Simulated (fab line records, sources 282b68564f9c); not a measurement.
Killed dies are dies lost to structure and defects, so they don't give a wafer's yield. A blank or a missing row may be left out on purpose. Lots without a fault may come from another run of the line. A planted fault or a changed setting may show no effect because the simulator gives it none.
A struck lot beside a sound one | flow rit_cmos | 17 steps out of a route of 202
Sound: wafers L600.2, L600.4, L600.5. Struck: wafer L608.4. (L608.1, L608.5 of the same lot were not struck and are left out.) The cause comes at the end.
At each step with rows: each side's tool, then ch and its chambers, then its first start. Under that, the readings that differ: sound wafers | struck wafers | difference of the means | sigmas: that difference in standard deviations of wafers without a fault.
alike: readings whose means differ by less than 2 such deviations, and words and numbers that are the same on both sides. not compared: withheld readings, readings that some wafer has no value for, bounds like >300 that may hide the same value, and numbers for which the record gives no deviation and whose values overlap.
The two part at a step that has a row with sigmas, a row that says differs or no value, or rows on one side only. Numbers that don't overlap but have no deviation are shown without sigmas and don't part them. A reading that every wafer of one side lacks parts them only if that side has two wafers or more.

RIT_M1_SPUTTER_00: material Al, target thk 400 nm, time 500 s.
  sound on pvd_sputter-01, day 4 05:04; struck on pvd_sputter-03, day 5 16:16
  alike: throttle_valve_pct
RIT_M1_RS_MEAS_01: measures by four-point-probe.
  sound on film_metro-03, day 4 05:23; struck on film_metro-03, day 5 16:33
  alike: M1_AL_RS
RIT_M1_THK_MEAS_02: measures by xrf.
  sound on film_metro-03, day 4 05:29; struck on film_metro-03, day 5 16:40
  alike: M1_AL_THK
then, 6 steps without rows for these wafers: RIT_M1_HMDS_03 (prime time 60 s); RIT_M1_COAT_04 (resist thk 1317 nm); RIT_M1_SOFTBAKE_05 (time 60 s); RIT_M1_EXPOSE_06 (exposes mask M12, target cd 2600 nm); RIT_M1_PEB_07; RIT_M1_DEVELOP_08 (develop time 68 s).
RIT_M1_CD_MEAS_09: target cd 2600 nm.
  sound on cd_sem-01, day 4 06:35; struck on cd_sem-01, day 5 17:37
  alike: cd_nm
RIT_M1_OVL_MEAS_10:
  sound on overlay-02, day 4 06:41; struck on overlay-01, day 5 17:44
  alike: M1_OVL
then, 1 step without rows for these wafers: RIT_M1_HARDBAKE_11 (time 120 s).
RIT_M1_METAL_ETCH_12: etches Al in Cl2/BCl3, stops on SiO2, time 165 s, target depth 600 nm.
  sound on rie_metal-01 ch 0,1, day 4 06:58; struck on rie_metal-03 ch 0, day 5 18:01
  reading                                  | sound             | struck | difference | sigmas
  rf_fwd_power_W (W)                       | 248.4 249.2 247.0 | 422.8  | +174.6     | +99 or more
  model.NOVOLAK_of_M1_COAT_04.thk_nm (nm)  | 831.6 823.9 830.3 | 600.7  | -227.9     |
  model.M1.cd_nm (nm)                      | 2604 2602 2606    | 2557   | -47        |
  model.SiO2_of_CONTACT_CVD_00.thk_nm (nm) | 357.5 364.4 360.9 | 346.5  | -14.4      |
  alike: bcl3_flow_sccm, drypump_motor_current_A, oes_product_au, throttle_valve_pct
  not compared: rf_hours_counter_h
then, 1 step without rows for these wafers: RIT_M1_STRIP_13 (strips in nmp, time 600 s).
RIT_M1_STRIP_14: strips in O2, time 180 s.
  sound on plasma_asher-04 ch 0,1, day 4 07:18; struck on plasma_asher-03 ch 1, day 5 18:22
  alike: drypump_motor_current_A
  not compared: rf_hours_counter_h
RIT_M1_CD_MEAS_90: target cd 2600 nm.
  sound on cd_sem-02, day 4 07:30; struck on cd_sem-02, day 5 18:49
  reading    | sound                | struck | difference | sigmas
  cd_nm (nm) | 2604.8 2601.9 2605.7 | 2557.6 | -46.5      | -19
  not compared: hold
RIT_M1_PROBE_99:
  sound on prober-01, day 4 09:16; struck on prober-02, day 6 00:13
  alike: defect_limited_yield, killed_at_contacts, killed_at_front_end, killed_dies, killed_open, killed_short, sort_bin_3_pad_short, sort_bin_5_function, sort_bin_6_memory, sort_n_pass, sort_yield_pct

WHERE THEY PART
First at RIT_M1_METAL_ETCH_12; last, within this record, at RIT_M1_CD_MEAS_90. Later steps at which nothing parts them and some readings are alike: RIT_M1_PROBE_99.

WHY: what the simulator had put in
Process parameter drift: rie_metal-03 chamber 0, from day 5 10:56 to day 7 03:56, at RIT_M1_METAL_ETCH_12. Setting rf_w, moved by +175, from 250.
